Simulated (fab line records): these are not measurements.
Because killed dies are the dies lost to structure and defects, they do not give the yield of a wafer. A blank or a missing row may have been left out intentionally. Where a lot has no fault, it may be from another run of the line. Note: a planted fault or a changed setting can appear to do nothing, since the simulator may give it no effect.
Struck lot and sound lot, side by side ; flow rit_cmos ; 43 out of 202 route steps
Sound: the wafers L599.1, L599.4, L599.5. The struck wafers were L620.1, L620.2, L620.4. The cause is given at the end.
Per side, at each step with rows, come the tool, then ch with its chambers, and then its first start. Under that, the readings that differ: sound wafers ; struck wafers ; difference of the means ; sigmas: that difference in standard deviations of wafers without a fault.
alike: words and numbers the same on both sides, and readings whose means are apart by under 2 such deviations; not compared: readings that were withheld, readings missing a value for some wafer, numbers with overlapping values and no deviation given by the record, and bounds like >300 which may hide the same value.
Wherever a step has rows on one side only, a row that says differs or no value, or a row with sigmas, the two part there. Numbers that don't overlap but have no deviation are shown without sigmas and don't part them. Lack of a reading on every wafer of one side parts them only where that side has two or more wafers.

first, 5 steps without rows for these wafers: RIT_ACTIVE_COAT_06 (resist thk 1000 nm); RIT_ACTIVE_SOFTBAKE_07 (time 60 s); RIT_ACTIVE_EXPOSE_08 (exposes mask M1, target cd 1400 nm); RIT_ACTIVE_PEB_09; RIT_ACTIVE_DEVELOP_10 (develop time 50 s).
RIT_ACTIVE_CD_MEAS_11 targets a cd of 1400 nm.
  sound on cd_sem-01, day 1 20:22; struck on cd_sem-02, day 6 04:48
  alike: cd_nm
then, 1 step without rows for these wafers: RIT_ACTIVE_HARDBAKE_12 (time 60 s).
RIT_ACTIVE_ETCH_13: etches Si3N4 in SF6, stops on SiO2, time 210 s, target depth 210 nm.
  sound on rie_diel-03 ch 0,1,3, day 1 20:38; struck on rie_diel-03 ch 0,1,2, day 6 05:04
  alike: SF6_flow_sccm, drypump_motor_current_A, oes_product_au, throttle_valve_pct
  not compared: rf_hours_counter_h
RIT_ACTIVE_STRIP_14: strips in O2, time 180 s.
  sound on plasma_asher-02 ch 0,1, day 1 20:46; struck on plasma_asher-04 ch 0,1, day 6 05:13
reading;sound;struck;difference;sigmas
drypump_motor_current_A (A);6.5 5.5 6.5;5.3 5.7 5.3;-0.7;-2
  not compared: rf_hours_counter_h
RIT_ACTIVE_CD_MEAS_90 targets a cd of 1400 nm.
  sound on cd_sem-02, day 1 20:56; struck on cd_sem-02, day 6 05:23
  alike: cd_nm
then, 2 steps without rows for these wafers: RIT_ACTIVE_CLEAN_15 (cleans in SC1, time 600 s); RIT_ACTIVE_CLEAN_16 (cleans in dHF, time 30 s).
RIT_ACTIVE_CLEAN_17: cleans in SC2, time 600 s.
  sound on wet_bench-01 ch 3, day 1 21:15; struck on wet_bench-04 ch 2, day 6 05:42
then, 1 step without rows for these wafers: RIT_FOX1_OXIDATION_00 (target thk 350.7 nm, ox time 1130 s).
RIT_FOX1_THK_MEAS_01:
  sound on film_metro-02, day 2 01:25; struck on film_metro-04, day 6 11:05
  alike: FOX1_OXIDE_THK
then, 2 steps without rows for these wafers: RIT_FOX1_WET_ETCH_02 (etches SiO2 in BOE, target depth 350 nm, time 390 s); RIT_FOX2_OXIDATION_00 (target thk 350.7 nm, ox time 1130 s).
RIT_FOX2_THK_MEAS_01:
  sound on film_metro-03, day 2 04:40; struck on film_metro-04, day 6 13:50
  alike: FOX2_OXIDE_THK
then, 2 steps without rows for these wafers: RIT_FOX2_CLEAN_02 (cleans in dHF, time 180 s); RIT_FOX2_WET_ETCH_03 (etches Si3N4 in H3PO4, target depth 195 nm, time 2700 s).
RIT_FOX2_THK_MEAS_90:
  sound on film_metro-03, day 2 05:48; struck on film_metro-01, day 6 14:43
  alike: FIELD_OXIDE_LEFT_1_THK
then, 6 steps without rows for these wafers: RIT_NWELL_HMDS_00 (prime time 60 s); RIT_NWELL_COAT_01 (resist thk 1300 nm); RIT_NWELL_SOFTBAKE_02 (time 60 s); RIT_NWELL_EXPOSE_03 (exposes mask M2, target cd 43900 nm); RIT_NWELL_PEB_04; RIT_NWELL_DEVELOP_05 (develop time 68 s).
RIT_NWELL_OVL_MEAS_06:
  sound on overlay-02, day 2 06:44; struck on overlay-01, day 6 15:46
  alike: NWELL_OVL
then, 2 steps without rows for these wafers: RIT_NWELL_HARDBAKE_07 (time 120 s); RIT_NWELL_IMPLANT_08.
RIT_NWELL_STRIP_09: strips in O2, time 180 s.
  sound on plasma_asher-01 ch 0,1, day 2 07:11; struck on plasma_asher-01 ch 0,1, day 6 16:27
  alike: drypump_motor_current_A
  not compared: rf_hours_counter_h
RIT_NWELL_TW_MEAS_10:
  sound on film_metro-01, day 2 07:21; struck on film_metro-04, day 6 16:38
reading;sound;struck;difference;sigmas
NWELL_TW;2161 2167 2169;2111 2121 2114;-50;-2
then, 6 steps without rows for these wafers: RIT_PWELL_HMDS_00 (prime time 60 s); RIT_PWELL_COAT_01 (resist thk 1300 nm); RIT_PWELL_SOFTBAKE_02 (time 60 s); RIT_PWELL_EXPOSE_03 (exposes mask M3, target cd 43700 nm); RIT_PWELL_PEB_04; RIT_PWELL_DEVELOP_05 (develop time 68 s).
RIT_PWELL_OVL_MEAS_06:
  sound on overlay-01, day 2 08:25; struck on overlay-02, day 6 18:05
  alike: PWELL_OVL
then, 2 steps without rows for these wafers: RIT_PWELL_HARDBAKE_07 (time 120 s); RIT_PWELL_IMPLANT_08.
RIT_PWELL_STRIP_09: strips in O2, time 180 s.
  sound on plasma_asher-01 ch 0,1, day 2 08:51; struck on plasma_asher-01 ch 0,1, day 6 18:35
  alike: drypump_motor_current_A
  not compared: rf_hours_counter_h
RIT_M1_PROBE_99:
  sound on prober-02, day 4 09:57; struck on prober-01, day 8 06:42
reading;sound;struck;difference;sigmas
killed_on_rim;1 1 0;5 7 6;+5;+4
  alike: killed_at_contacts, killed_at_front_end, killed_dies, killed_open, killed_short

## WHERE THEY PART
Last at RIT_M1_PROBE_99 as far as this record goes, first at RIT_ACTIVE_STRIP_14.

WHY: what the simulator had put in
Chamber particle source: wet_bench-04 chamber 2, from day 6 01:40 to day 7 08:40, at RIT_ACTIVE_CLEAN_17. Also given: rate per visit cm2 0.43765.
